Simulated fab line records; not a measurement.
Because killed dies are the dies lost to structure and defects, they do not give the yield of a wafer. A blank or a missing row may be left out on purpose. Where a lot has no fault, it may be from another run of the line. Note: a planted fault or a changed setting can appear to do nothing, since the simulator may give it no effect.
Lot-split experiment / flow ritCmos / on a route of 202 steps: 5 lots, 23 wafers read

== THE SPLIT ==
At RIT_NRETRO_IMPLANT_08, the setting energyKev was moved away from the recipe's 70 on 7 of the 23 wafers read, by -3.8% to -1.8%. This setting was run at the recipe's value on the other wafers.

The split's own step is where the reading is taken.

== THE READING ==
The simulator's own value implant.drpNm, read by no gauge, in nm at RIT_NRETRO_IMPLANT_08. There is no usual value for it anywhere in the file.

wafer=L078.1; tool, chamber at the split=implanter-04, 0; energyKev as run=70; against the recipe=recipe; implant.drpNm, nm=33.94; against lot-mates on the recipe=-
wafer=L078.2; tool, chamber at the split=implanter-04, 0; energyKev as run=70; against the recipe=recipe; implant.drpNm, nm=33.94; against lot-mates on the recipe=-
wafer=L078.5; tool, chamber at the split=implanter-04, 0; energyKev as run=70; against the recipe=recipe; implant.drpNm, nm=33.94; against lot-mates on the recipe=-
wafer=L078.4; tool, chamber at the split=implanter-04, 0; energyKev as run=67.39; against the recipe=-3.7%; implant.drpNm, nm=32.86; against lot-mates on the recipe=-1.08
wafer=L078.6; tool, chamber at the split=implanter-04, 0; energyKev as run=67.39; against the recipe=-3.7%; implant.drpNm, nm=32.86; against lot-mates on the recipe=-1.08
wafer=L079.2; tool, chamber at the split=implanter-02, 0; energyKev as run=70; against the recipe=recipe; implant.drpNm, nm=33.94; against lot-mates on the recipe=-
wafer=L079.4; tool, chamber at the split=implanter-02, 0; energyKev as run=70; against the recipe=recipe; implant.drpNm, nm=33.94; against lot-mates on the recipe=-
wafer=L079.5; tool, chamber at the split=implanter-02, 0; energyKev as run=70; against the recipe=recipe; implant.drpNm, nm=33.94; against lot-mates on the recipe=-
wafer=L080.1; tool, chamber at the split=implanter-04, 0; energyKev as run=70; against the recipe=recipe; implant.drpNm, nm=33.94; against lot-mates on the recipe=-
wafer=L080.2; tool, chamber at the split=implanter-04, 0; energyKev as run=70; against the recipe=recipe; implant.drpNm, nm=33.94; against lot-mates on the recipe=-
wafer=L080.3; tool, chamber at the split=implanter-04, 0; energyKev as run=70; against the recipe=recipe; implant.drpNm, nm=33.94; against lot-mates on the recipe=-
wafer=L080.5; tool, chamber at the split=implanter-04, 0; energyKev as run=70; against the recipe=recipe; implant.drpNm, nm=33.94; against lot-mates on the recipe=-
wafer=L080.6; tool, chamber at the split=implanter-04, 0; energyKev as run=70; against the recipe=recipe; implant.drpNm, nm=33.94; against lot-mates on the recipe=-
wafer=L081.1; tool, chamber at the split=implanter-04, 0; energyKev as run=70; against the recipe=recipe; implant.drpNm, nm=33.94; against lot-mates on the recipe=-
wafer=L081.5; tool, chamber at the split=implanter-04, 0; energyKev as run=70; against the recipe=recipe; implant.drpNm, nm=33.94; against lot-mates on the recipe=-
wafer=L081.2; tool, chamber at the split=implanter-04, 0; energyKev as run=67.34; against the recipe=-3.8%; implant.drpNm, nm=32.84; against lot-mates on the recipe=-1.10
wafer=L081.3; tool, chamber at the split=implanter-04, 0; energyKev as run=67.34; against the recipe=-3.8%; implant.drpNm, nm=32.84; against lot-mates on the recipe=-1.10
wafer=L081.4; tool, chamber at the split=implanter-04, 0; energyKev as run=67.34; against the recipe=-3.8%; implant.drpNm, nm=32.84; against lot-mates on the recipe=-1.10
wafer=L083.1; tool, chamber at the split=implanter-03, 0; energyKev as run=70; against the recipe=recipe; implant.drpNm, nm=33.94; against lot-mates on the recipe=-
wafer=L083.3; tool, chamber at the split=implanter-03, 0; energyKev as run=70; against the recipe=recipe; implant.drpNm, nm=33.94; against lot-mates on the recipe=-
wafer=L083.4; tool, chamber at the split=implanter-03, 0; energyKev as run=70; against the recipe=recipe; implant.drpNm, nm=33.94; against lot-mates on the recipe=-
wafer=L083.2; tool, chamber at the split=implanter-03, 0; energyKev as run=68.74; against the recipe=-1.8%; implant.drpNm, nm=33.42; against lot-mates on the recipe=-0.52
wafer=L083.6; tool, chamber at the split=implanter-03, 0; energyKev as run=68.74; against the recipe=-1.8%; implant.drpNm, nm=33.42; against lot-mates on the recipe=-0.52

THE FIT
A straight line over all 23 wafers: implant.drpNm changes by +0.29 nm for each +1% of energyKev; r = +1.00; the points scatter about the line by 0.00038 nm.
The same after taking each lot's own level away (the mean of its wafers on the recipe; 23 wafers): +0.29 nm for each +1%; r = +1.00; scatter 0.00038 nm.
That fit puts the effect of the largest move of energyKev on the reading at 1.1 nm.
The lots' own levels span 33.940 to 33.940 nm.
Consequently the slope shifts little with the lot-to-lot level, the two slopes agreeing.
Check: for one of the wafers moved furthest among these (-3.8%), held out of the fit, the line's prediction against its lot-mates is -1.1 nm. It came out at -1.1 nm against them.

== THESE WAFERS: OTHER SPLITS ==
These wafers also went through other splits before the reading. Each is held against what the fit with the lots' levels taken away leaves over:
other split on the same wafers=RIT_ACTIVE_CVD_03 tempC; wafers away from the commonest value=10; r with implant.drpNm (lot level and that fit taken away)=+0.06
other split on the same wafers=RIT_ACTIVE_COAT_06 resistThkNm; wafers away from the commonest value=9; r with implant.drpNm (lot level and that fit taken away)=-0.07
other split on the same wafers=RIT_ACTIVE_HARDBAKE_12 tempC; wafers away from the commonest value=9; r with implant.drpNm (lot level and that fit taken away)=+0.32
other split on the same wafers=RIT_FOX2_OXIDATION_00 oxTimeS; wafers away from the commonest value=10; r with implant.drpNm (lot level and that fit taken away)=-0.27
other split on the same wafers=RIT_NWELL_COAT_01 resistThkNm; wafers away from the commonest value=8; r with implant.drpNm (lot level and that fit taken away)=+0.08
other split on the same wafers=RIT_NWELL_IMPLANT_08 energyKev; wafers away from the commonest value=8; r with implant.drpNm (lot level and that fit taken away)=-0.24
other split on the same wafers=RIT_NRETRO_COAT_01 resistThkNm; wafers away from the commonest value=8; r with implant.drpNm (lot level and that fit taken away)=-0.23

== THE WHOLE CHAIN: every reading that the file lists as answering this split, in the file's order ==
step=RIT_NRETRO_IMPLANT_08; what it does=; reading=implant.rpNm (the simulator's own value, which no gauge read); change (the file's fit)=+0.882 nm for each +1% of the setting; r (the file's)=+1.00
step=RIT_NRETRO_IMPLANT_08; what it does=; reading=implant.drpNm (the simulator's own value, which no gauge read); change (the file's fit)=+0.29 nm for each +1% of the setting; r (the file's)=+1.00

== FILE'S OWN FIT ==
implant.drpNm changes by +0.29 nm for each +1% of energyKev, r = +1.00.
